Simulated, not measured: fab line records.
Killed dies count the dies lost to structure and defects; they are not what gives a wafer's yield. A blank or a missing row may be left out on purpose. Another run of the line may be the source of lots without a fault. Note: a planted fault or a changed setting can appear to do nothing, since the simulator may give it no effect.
2 desks, one fault | flow ritCmos | every desk sees just its own numbers, and what lay behind them comes last

THE TOOL OWNER'S DESK: ilineStepper-02
The tool's own readings at RIT_PSD_EXPOSE_03 (exposes mask M10, target cd 40900 nm): means of the sampled wafers that have a number, for each lot that ran on this tool. If a lot's mean is further than 4 standard deviations from the usual mean, the lot is out of limits and carries the mark OUT (the distance appears in the brackets).
Columns: A = exposureDoseMJCm2 at RIT_PSD_EXPOSE_03, usual 249.98
lot  | first seen here | A
L487 | day 3 04:25     | 250.27
L488 | day 3 06:54     | 249.99
L490 | day 3 19:16     | 250.07
L491 | day 3 22:56     | 249.76
L493 | day 4 07:24     | 250.14
L494 | day 4 11:26     | 249.78
L500 | day 5 20:48     | 250.01
L501 | day 6 03:08     | 250.10
L504 | day 6 15:07     | 249.82
L510 | day 8 01:18     | 250.09
Finding of this desk: none of the 10 lots has anything out of limits.

METROLOGY DESK
Means of the sampled wafers that have a number, per lot and without regard to the tool the lot ran on: this is what the gauges read. If a lot's mean is further than 4 standard deviations from the usual mean, the lot is out of limits and carries the mark OUT (the distance appears in the brackets).
Columns: A = PRETRO_OVL at RIT_PRETRO_OVL_MEAS_06, usual -0.8 nm; B = PSD_OVL at RIT_PSD_OVL_MEAS_06, usual -1.3 nm
lot  | first seen here | A    | B
L487 | day 2 08:47     | -1.8 | -2.3
L488 | day 2 13:20     | -0.3 | -3.7
L490 | day 2 23:41     | -0.3 | -1.1
L491 | day 3 04:29     | -2.0 | -4.0
L493 | day 3 14:18     | -1.2 | -2.8
L494 | day 3 18:46     | -2.4 | -1.3
L496 | day 4 08:49     | 1.2  | -2.4
L498 | day 4 14:32     | 0.8  | 0.7
L499 | day 4 20:10     | -2.0 | 1.1
L500 | day 5 01:14     | -1.4 | -2.1
L501 | day 5 06:17     | 1.1  | -1.5
L504 | day 5 21:37     | -0.6 | 128.3 (+81) OUT
L506 | day 6 07:52     | -2.1 | 0.5
L510 | day 7 04:20     | 0.8  | 127.9 (+81) OUT
Per this desk, out of limits: L504, L510; the first was L504, day 6 15:31 (PSD_OVL at RIT_PSD_OVL_MEAS_06). L487, L488, L490, L491, L493, L494, L496, L498, L499, L500, L501, L506 stayed within limits.

TAKEN TOGETHER
On L504, L510, the metrology desk was in a position to raise an alarm at day 6 15:31.
Nothing out of limits was seen by the tool owner's desk.
Tool owner's desk: L504, L510 on record, inside its limits.
The lots listed all ran RIT_PSD_EXPOSE_03 on ilineStepper-02.

WHAT WAS PUT IN BY THE SIMULATOR
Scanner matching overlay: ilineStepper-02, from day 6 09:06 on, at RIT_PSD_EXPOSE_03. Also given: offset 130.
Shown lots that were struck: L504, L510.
Time in hours between the start of the fault and the first out-of-limits reading at each desk: metrology desk, 6.
